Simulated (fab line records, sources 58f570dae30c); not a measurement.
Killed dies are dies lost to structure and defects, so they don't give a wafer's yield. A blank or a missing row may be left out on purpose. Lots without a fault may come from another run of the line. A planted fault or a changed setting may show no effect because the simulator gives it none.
Problem report in the 8D (eight disciplines) form, filled by code | flow berkeley_cmos170 | the parts of the form that need people (team, actions taken, sign-off) are left out

1. THE PROBLEM
heater_power_total_W at UCB170_CONTACT_SOFTBAKE_11 reads a mean of 56.45 W on 6 wafers of 2 lots; wafers without a fault read 56.80 W with a standard deviation of 0.048. That is -7.4 standard deviations from the usual mean.
The step: time 60 s.
First seen on wafer L221.1, day 7 17:00, on litho_track-04. The record holds 42 wafers of 14 lots with a number at this step. Rule for "out", or "out of limits": more than 4 standard deviations from the usual mean. The other wafers with a number count as sound.

2. WHAT IT IS AND WHAT IT IS NOT
question                    | is                     | is not
which readings at this step | heater_power_total_W   | -
which lots                  | L221, L224             | L215, L216, L217, L219, L220, L225, L232, L234, L235, L236, L237, L238
which wafers of those lots  | all that have a number | -
read on which tools         | litho_track-04         | litho_track-01, litho_track-03
when                        | from day 7 17:00       | up to then (15 sound wafers); but 21 sound wafers of L225, L232, L234, L235, L236, L237, L238 came after

3. SUSPECTS, AND WHAT RULES EACH OUT
Counting: a tool at a process step up to the reading stays a suspect if it ran every lot that is out and no sound lot after the first of them.
- litho_track-04 at UCB170_CONTACT_SOFTBAKE_11 (time 60 s): ruled out as a lasting fault. Sound lots L232 ran on it after its first lot that is out, L221 (day 7 17:00).
Left after counting: nothing in the record.

4. THE CAUSE (what the simulator had put in)
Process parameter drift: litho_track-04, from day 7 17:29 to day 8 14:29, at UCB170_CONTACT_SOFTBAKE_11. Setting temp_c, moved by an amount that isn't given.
Counting ruled it out, wrongly.

5. THE CHAIN OF EFFECTS, in route order
Each row: a reading whose mean over the struck wafers that have a number lies more than 3 standard deviations from the usual. Only readings for which the record gives a usual standard deviation are gone through. hours: the time from each lot's start at the first step in this table that gives one to its start at this step, as a median over the lots. sigmas: the change in usual standard deviations.
hours | step                       | reading              | usual    | on struck wafers | change | sigmas
0     | UCB170_CONTACT_SOFTBAKE_11 | heater_power_total_W | 56.80 W  | 56.45            | -0.35  | -7.4
0     | UCB170_CONTACT_SOFTBAKE_11 | plate_temp_C         | 130.02 C | 129.49           | -0.53  | -3.8
The process steps in it:
- UCB170_CONTACT_SOFTBAKE_11: time 60 s.

6. WHAT WOULD HAVE CAUGHT IT SOONER
In this record the first reading out of limits was taken at day 7 17:00.
